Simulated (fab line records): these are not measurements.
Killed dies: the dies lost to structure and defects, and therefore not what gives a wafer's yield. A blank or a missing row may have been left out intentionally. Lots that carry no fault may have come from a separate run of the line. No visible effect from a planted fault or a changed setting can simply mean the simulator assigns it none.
A struck lot beside a sound one ; flow berkeley cmos170 ; 16 steps out of a route of 331
Sound: wafers L318.1, L318.2, L318.6. Struck: wafers L328.2, L328.3, L328.6. Last of all comes the cause.
At each step with rows: each side's tool, then ch and its chambers, then its first start. Under that, the readings that differ: sound wafers ; struck wafers ; difference of the means ; sigmas: that difference in standard deviations of wafers without a fault.
alike: readings whose means differ by less than 2 such deviations, and words and numbers that are the same on both sides. not compared: withheld readings, readings that some wafer has no value for, bounds like >300 that may hide the same value, and numbers for which the record gives no deviation and whose values overlap.
Wherever a step has rows on one side only, a row that says differs or no value, or a row with sigmas, the two part there. Non-overlapping numbers with no deviation appear without sigmas and do not part them. Lack of a reading on every wafer of one side parts them only where that side has two or more wafers.

UCB170_NWELL_THK_MEAS_02:
  sound: film metro-01 at day 2 23:08; struck: film metro-04 at day 5 02:04
  alike: NWELL_OXIDE_THK
then, 2 steps without rows for these wafers: UCB170_NWELL_ANNEAL_03 (time 900 s); UCB170_NWELL_CVD_04 (deposits Si3N4 from SiH2Cl2/NH3, target thk 224 nm, time 3360 s).
UCB170_NWELL_THK_MEAS_05:
  sound: film metro-01 at day 3 05:57; struck: film metro-02 at day 5 07:28
  alike: NWELL_NITRIDE_THK
then, 6 steps without rows for these wafers: UCB170_NWELL_HMDS_06 (prime time 60 s); UCB170_NWELL_COAT_07 (resist thk 914.5 nm); UCB170_NWELL_SOFTBAKE_08 (time 60 s); UCB170_NWELL_EXPOSE_09 (exposes mask NWELL, target cd 3000 nm); UCB170_NWELL_PEB_10; UCB170_NWELL_DEVELOP_11 (develop time 45 s).
UCB170_NWELL_OVL_MEAS_12:
  sound: overlay-01 at day 3 07:19; struck: overlay-01 at day 5 08:50
  alike: NWELL_OVL
UCB170_NWELL_ETCH_13: etches Si3N4 in CH3F/Ar/O2, stops on SiO2, target depth 246.4 nm, time 154 s.
  sound on rie diel-01 ch 0,3, day 3 07:21; struck on rie diel-02 ch 0,1,2, day 5 08:52
reading;sound;struck;difference;sigmas
oes product au (a.u.);0.916 0.930 0.913;0.944 0.948 0.971;+0.035;+2
  alike: O2_flow_sccm, chamber pressure mTorr, drypump motor current A, throttle valve pct
  not compared: rf hours counter h
UCB170_NWELL_IMPLANT_14:
  sound on implanter-02 ch 0, day 3 07:27; struck on implanter-02 ch 0, day 5 08:59
reading;sound;struck;difference;sigmas
implant ion amu;31 31 31;11 11 11;-20;
model.implant.rp nm (nm);191.6 191.6 191.6;442.9 442.9 442.9;+251.3;
model.implant.drp nm (nm);62.72 62.72 62.72;97.97 97.97 97.97;+35.25;
  alike: end station pressure torr
UCB170_NWELL_STRIP_15: strips in O2.
  sound on plasma asher-02 ch 0,1, day 3 07:36; struck on plasma asher-02 ch 1, day 5 09:07
  alike: chamber pressure mTorr, drypump motor current A, oes product au, strip time to endpoint s
  not compared: rf hours counter h
UCB170_NWELL_TW_MEAS_16:
  sound: film metro-04 at day 3 07:45; struck: film metro-02 at day 5 09:14
reading;sound;struck;difference;sigmas
NWELL_TW;1252 1246 1257;509 513 512;-740;-53
then, 1 step without rows for these wafers: UCB170_NWELL_CLEAN_17 (cleans in SPM, time 600 s).

== WHERE THEY PART ==
At UCB170_NWELL_ETCH_13 first; at UCB170_NWELL_TW_MEAS_16 last (within this record only).

WHY: what the simulator had put in
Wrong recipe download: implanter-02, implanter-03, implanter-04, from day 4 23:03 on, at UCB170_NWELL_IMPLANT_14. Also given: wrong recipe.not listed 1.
